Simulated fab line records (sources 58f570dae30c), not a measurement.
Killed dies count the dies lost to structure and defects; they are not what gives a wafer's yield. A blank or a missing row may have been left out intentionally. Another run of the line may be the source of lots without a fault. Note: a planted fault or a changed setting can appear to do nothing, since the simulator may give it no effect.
Split-lot study | flow berkeley_cmos170 | on a route of 331 steps: 5 lots, 23 wafers read

## SPLIT DETAILS
At UCB170_M1_METAL_ETCH_12 (etches Al in Cl2/BCl3, stops on PSG, target depth 780 nm, time 130 s), the setting icp_w was moved away from the recipe's 600 W on 9 of the 23 wafers read, by -11.1% to +9.1%. All remaining wafers had this setting at the recipe value.

The reading comes from the split's own step.

## THE READING
KrF_of_M1_COAT_04.thk_nm (the simulator's own value, which no gauge read), in nm, at UCB170_M1_METAL_ETCH_12 (etches Al in Cl2/BCl3, stops on PSG, target depth 780 nm, time 130 s). No usual value for it is given in the file. Here, 14 wafers ran the recipe; their average is 433.0 nm with a standard deviation of 7.3 nm.

wafer  | tool, chamber at the split | icp_w as run, W | against the recipe | KrF_of_M1_COAT_04.thk_nm, nm | against lot-mates on the recipe
L074.2 | rie_metal-02, 1            | 600             | recipe             | 423.1                        | -
L074.3 | rie_metal-02, 0            | 539.3           | -10.1%             | 483                          | +51.1
L074.4 | rie_metal-02, 1            | 539.3           | -10.1%             | 466.6                        | +34.7
L074.5 | rie_metal-02, 1            | 600             | recipe             | 424.8                        | -
L074.6 | rie_metal-02, 0            | 600             | recipe             | 447.8                        | -
L078.1 | rie_metal-03, 0            | 654.5           | +9.1%              | 397.6                        | -36.1
L078.3 | rie_metal-03, 0            | 600             | recipe             | 434.6                        | -
L078.4 | rie_metal-03, 1            | 600             | recipe             | 432.9                        | -
L078.5 | rie_metal-03, 0            | 654.5           | +9.1%              | 395.7                        | -38.1
L078.6 | rie_metal-03, 1            | 654.5           | +9.1%              | 399.4                        | -34.4
L081.1 | rie_metal-03, 0            | 600             | recipe             | 436.1                        | -
L081.3 | rie_metal-03, 0            | 600             | recipe             | 438.7                        | -
L081.4 | rie_metal-03, 1            | 600             | recipe             | 444.8                        | -
L084.1 | rie_metal-04, 0            | 533.5           | -11.1%             | 478.2                        | +49.9
L084.2 | rie_metal-04, 1            | 600             | recipe             | 425.9                        | -
L084.3 | rie_metal-04, 1            | 533.5           | -11.1%             | 474.2                        | +45.9
L084.5 | rie_metal-04, 0            | 600             | recipe             | 434.8                        | -
L084.6 | rie_metal-04, 1            | 600             | recipe             | 424.3                        | -
L085.1 | rie_metal-04, 0            | 563.1           | -6.2%              | 460.1                        | +28.9
L085.3 | rie_metal-04, 1            | 600             | recipe             | 426                          | -
L085.4 | rie_metal-04, 0            | 600             | recipe             | 434                          | -
L085.5 | rie_metal-04, 1            | 563.1           | -6.2%              | 451.1                        | +19.9
L085.6 | rie_metal-04, 0            | 600             | recipe             | 433.6                        | -

FIT RESULTS
A straight line over all 23 wafers: KrF_of_M1_COAT_04.thk_nm changes by -3.94 nm for each +1% of icp_w; r = -0.96; the points scatter about the line by 6.7 nm.
The same after taking each lot's own level away (the mean of its wafers on the recipe; 23 wafers): -4.14 nm for each +1%; r = -0.97; scatter 5.9 nm.
The reading moves by 46 nm for the largest change in icp_w, on that fit.
Measured against the standard deviation above, the lots' own levels, which go from 428.33 to 439.87 nm, span 1.6 times it.
Consequently the slope shifts little with the lot-to-lot level, the two slopes agreeing.
Check: +45.5 nm against its lot-mates is what the line predicts for one of the wafers moved furthest among these (-11.1%) when that wafer is left out of the fit. Against them it came out at +49.9 nm.

## THE OTHER SPLITS THESE WAFERS WENT THROUGH
These wafers also went through other splits before the reading. Each is held against what the fit with the lots' levels taken away leaves over:
other split on the same wafers       | wafers away from the commonest value | r with KrF_of_M1_COAT_04.thk_nm (lot level and that fit taken away)
UCB170_NSD_EXPOSE_03 dose_mj         | 11                                   | -0.07
UCB170_SILICIDE_SPUTTER_01 time_s    | 4                                    | -0.01
UCB170_CONTACT_COAT_04 resist_thk_nm | 8                                    | +0.20
UCB170_CONTACT_EXPOSE_12 dose_mj     | 10                                   | +0.02
UCB170_M1_PEB_07 peb_temp_c          | 8                                    | +0.17

## THE FILE'S OWN FIT
KrF_of_M1_COAT_04.thk_nm changes by -4.18 nm for each +1% of icp_w, r = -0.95.
